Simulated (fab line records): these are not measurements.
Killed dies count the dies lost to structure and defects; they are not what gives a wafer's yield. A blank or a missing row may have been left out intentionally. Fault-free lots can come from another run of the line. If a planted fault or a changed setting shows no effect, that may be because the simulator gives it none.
Which of the tools did it? ; flow berkeley cmos170 ; 15 lots, 45 wafers sampled, at 6 steps of a route of 331

## WHAT THE GAUGES READ, wafer by wafer
UCB170_ACTIVE_OVL_MEAS_14.
lot;measured;on;ACTIVE_OVL (nm)
L102;day 4 19:23;overlay-02;0 7 3
L106;day 5 11:04;overlay-02;3 -3 -3
L107;day 6 03:40;overlay-01;-17 -3 -9
L108;day 6 13:29;overlay-02;4 5 -3
L109;day 6 13:41;overlay-02;14 16 15
L110;day 6 20:08;overlay-01;5 0 5
L111;day 7 05:13;overlay-01;4 4 0
L112;day 7 05:26;overlay-01;13 8 14
L113;day 7 12:59;overlay-01;6 6 9
L114;day 7 13:17;overlay-01;3 13 3
L117;day 8 02:40;overlay-02;0 5 7
L120;day 8 12:23;overlay-02;9 15 10
L119;day 8 12:38;overlay-02;-6 8 5
L123;day 9 05:22;overlay-02;-4 -9 -6
L124;day 9 15:44;overlay-01;-1 1 8

UCB170_CONTACT_THK_MEAS_02.
lot;measured;on;CONTACT_PSG_THK (nm)
L102;day 8 08:58;film metro-03;701 709 698
L106;day 9 00:40;film metro-03;711 706 703
L107;day 9 11:43;film metro-02;704 708 709
L108;day 10 00:08;film metro-02;702 703 705
L109;day 9 23:47;film metro-03;705 696 697
L110;day 9 23:47;film metro-01;697 696 694
L111;day 10 08:26;film metro-01;703 703 698
L112;day 10 08:25;film metro-03;693 692 698
L113;day 10 18:16;film metro-02;564 567 565
L114;day 10 17:54;film metro-02;704 702 697
L117;day 11 08:03;film metro-01;708 704 703
L120;day 11 12:56;film metro-03;556 559 549
L119;day 11 12:55;film metro-01;563 562 557
L123;day 12 12:05;film metro-01;700 703 703
L124;day 12 20:23;film metro-01;698 700 695

UCB170_M2_CD_MEAS_90: target cd 700 nm.
lot;measured;on;cd nm (nm)
L102;day 8 20:20;cd sem-01;700 706 702
L106;day 9 16:16;cd sem-02;698 696 706
L107;day 10 00:43;cd sem-02;708 695 696
L108;day 10 16:53;cd sem-02;700 703 700
L109;day 10 12:42;cd sem-01;689 702 693
L110;day 10 16:13;cd sem-01;703 703 703
L111;day 10 20:19;cd sem-01;707 695 706
L112;day 11 00:38;cd sem-02;705 707 702
L113;day 11 06:30;cd sem-02;708 709 711
L114;day 11 05:17;cd sem-02;696 694 707
L117;day 11 21:06;cd sem-02;703 700 697
L120;day 12 03:14;cd sem-02;707 703 701
L119;day 11 23:49;cd sem-02;708 708 708
L123;day 13 01:56;cd sem-01;703 702 702
L124;day 13 10:02;cd sem-01;699 703 699

## EACH LOT AND THE TOOL THAT RAN IT (in order: tool; ch and the chambers of the sampled wafers; start)
lot;UCB170_CONTACT_CVD_01;UCB170_CONTACT_ETCH_18;UCB170_V1_CMP_02
L102;lpcvd-02 ch 1, day 8 07:10;rie diel-02 ch 0,1,2, day 8 14:56 or earlier;cmp-02 ch 1,2,3, day 8 14:56
L106;lpcvd-01 ch 0, day 8 22:51;rie diel-03 ch 1,2,3, day 9 10:29 or earlier;cmp-01 ch 1,2,3, day 9 10:29
L107;lpcvd-01 ch 1, day 9 09:56;rie diel-02 ch 0,3, day 9 19:29 or earlier;cmp-02 ch 0,2,3, day 9 19:29
L108;lpcvd-01 ch 0, day 9 21:28;rie diel-03 ch 0,1,3, day 10 07:38 or earlier;cmp-02 ch 0,1,3, day 10 07:38
L109;lpcvd-02 ch 1, day 9 21:59;rie diel-04 ch 0,2,3, day 10 06:16 or earlier;cmp-02 ch 0,2,3, day 10 06:16
L110;lpcvd-02 ch 0, day 9 21:59;rie diel-02 ch 1,2,3, day 10 07:29 or earlier;cmp-01 ch 0,1,3, day 10 07:29
L111;lpcvd-02 ch 0, day 10 06:38;rie diel-02 ch 0,1,2, day 10 15:32 or earlier;cmp-01 ch 0,2,3, day 10 15:32
L112;lpcvd-02 ch 0, day 10 06:38;rie diel-04 ch 0,2,3, day 10 16:51 or earlier;cmp-02 ch 0,2,3, day 10 16:51
L113;lpcvd-02 ch 1, day 10 16:29;rie diel-03 ch 0,1, day 11 01:34 or earlier;cmp-02 ch 0,3, day 11 01:34
L114;lpcvd-01 ch 0, day 10 16:07;rie diel-02 ch 1,2,3, day 11 00:20 or earlier;cmp-02 ch 0,1,3, day 11 00:20
L117;lpcvd-01 ch 1, day 11 06:14;rie diel-03 ch 1,3, day 11 14:59 or earlier;cmp-02 ch 0,2,3, day 11 14:59
L120;lpcvd-02 ch 1, day 11 11:08;rie diel-02 ch 1,2,3, day 11 20:01 or earlier;cmp-01 ch 1,2,3, day 11 20:01
L119;lpcvd-02 ch 1, day 11 11:08;rie diel-03 ch 0,1, day 11 18:41 or earlier;cmp-02 ch 1,2,3, day 11 18:41
L123;lpcvd-01 ch 1, day 12 10:18;rie diel-04 ch 0,3, day 12 19:33 or earlier;cmp-02 ch 0,2,3, day 12 19:33
L124;lpcvd-01 ch 1, day 12 17:42;rie diel-02 ch 0,1,3, day 13 03:27 or earlier;cmp-02 ch 0,2,3, day 13 03:27
- UCB170_CONTACT_CVD_01: deposits PSG from SiH4/O2/PH3, target thk 700 nm, time 2820 s.
- UCB170_CONTACT_ETCH_18: etches PSG in CHF3/CF4/Ar, stops on TiSi2, target depth 840 nm, time 195 s.
- UCB170_V1_CMP_02: polishes SiO2.

## WHAT THE TOOLS THEMSELVES READ (means of the sampled wafers that have a number; where no wafer has one, the mark that the record gives instead)
UCB170_CONTACT_CVD_01.
lot;tool;ph3 flow sccm (sccm)
L102;lpcvd-02;24.95
L106;lpcvd-01;24.94
L107;lpcvd-01;25.00
L108;lpcvd-01;24.94
L109;lpcvd-02;25.06
L110;lpcvd-02;24.99
L111;lpcvd-02;24.98
L112;lpcvd-02;25.05
L113;lpcvd-02;25.07
L114;lpcvd-01;25.04
L117;lpcvd-01;25.07
L120;lpcvd-02;24.95
L119;lpcvd-02;25.03
L123;lpcvd-01;25.06
L124;lpcvd-01;24.98

UCB170_CONTACT_ETCH_18.
lot;tool;drypump motor current A (A);oes product au (a.u.);throttle valve pct (%)
L102;rie diel-02;5.7;0.902;6.98
L106;rie diel-03;5.7;0.898;6.97
L107;rie diel-02;5.9;0.899;6.97
L108;rie diel-03;5.9;0.890;6.97
L109;rie diel-04;5.6;0.891;6.93
L110;rie diel-02;5.4;0.891;7.01
L111;rie diel-02;5.7;0.900;6.97
L112;rie diel-04;5.5;0.884;6.93
L113;rie diel-03;5.9;0.782;7.02
L114;rie diel-02;5.4;0.888;7.00
L117;rie diel-03;5.9;0.900;6.92
L120;rie diel-02;5.4;0.789;7.02
L119;rie diel-03;5.9;0.780;7.02
L123;rie diel-04;5.4;0.887;6.89
L124;rie diel-02;5.8;0.891;6.94

UCB170_V1_CMP_02.
lot;tool;motor current A (A);retaining ring pressure frac;slurry flow ml min
L102;cmp-02;16.0;1.001;150.1
L106;cmp-01;15.3;0.997;150.7
L107;cmp-02;14.9;1.001;150.2
L108;cmp-02;14.4;1.006;150.5
L109;cmp-02;14.5;1.003;150.2
L110;cmp-01;15.7;0.998;149.8
L111;cmp-01;15.7;1.002;150.1
L112;cmp-02;14.4;0.999;150.1
L113;cmp-02;13.5;1.001;150.1
L114;cmp-02;14.3;1.000;150.0
L117;cmp-02;14.9;0.999;150.0
L120;cmp-01;15.8;1.002;150.3
L119;cmp-02;15.9;1.003;150.5
L123;cmp-02;14.3;1.002;149.9
L124;cmp-02;14.3;0.996;150.2

## THE ANSWER, worked out from the rows above alone
Rule: the lots themselves supply what counts as usual. The widest of any qualifying gaps counts: lots, ordered by their means at a reading, are off when they make up no more than a third of the lots, leave a main group of 4 or more, and stand apart from it by 3 or more times the standard deviation of that group's means. A main group whose means are all the same, to the digits that the tables above print for the reading, isn't used. Also off: a lot with no number at a reading for which 4 or more lots have one. The other lots that the step has rows for count as sound. Order of review: gauges by route order, followed by the tools' own readings, for which a lot's mean as printed above is used. The first step at which some lot is off is used, and at that step the reading that is off furthest; a lot without a number counts as furthest.
Off: L113, L120, L119, at UCB170_CONTACT_THK_MEAS_02 (CONTACT_PSG_THK). Mean 701 nm and standard deviation 3.9 in the main group.
If a tool, at a process step before that reading, ran all the lots that are off and no sound lot after the first of them, it fits. Not tried: the gauges at UCB170_CONTACT_THK_MEAS_02; whatever is off there is also off at UCB170_CONTACT_ETCH_18, on other tools, and gauge error can't account for it. One fits: lpcvd-02 at UCB170_CONTACT_CVD_01. Its last sound lot is L111 (day 10 06:38), its first lot that is off L113 (day 10 16:29): a fault that began between those two fits.

## WHAT THE SIMULATOR HAD INSERTED
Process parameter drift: lpcvd-02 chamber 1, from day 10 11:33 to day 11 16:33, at UCB170_CONTACT_CVD_01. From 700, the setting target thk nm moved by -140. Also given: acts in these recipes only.
Lots struck among those shown: L113, L120, L119. This agrees with what the rule above found.
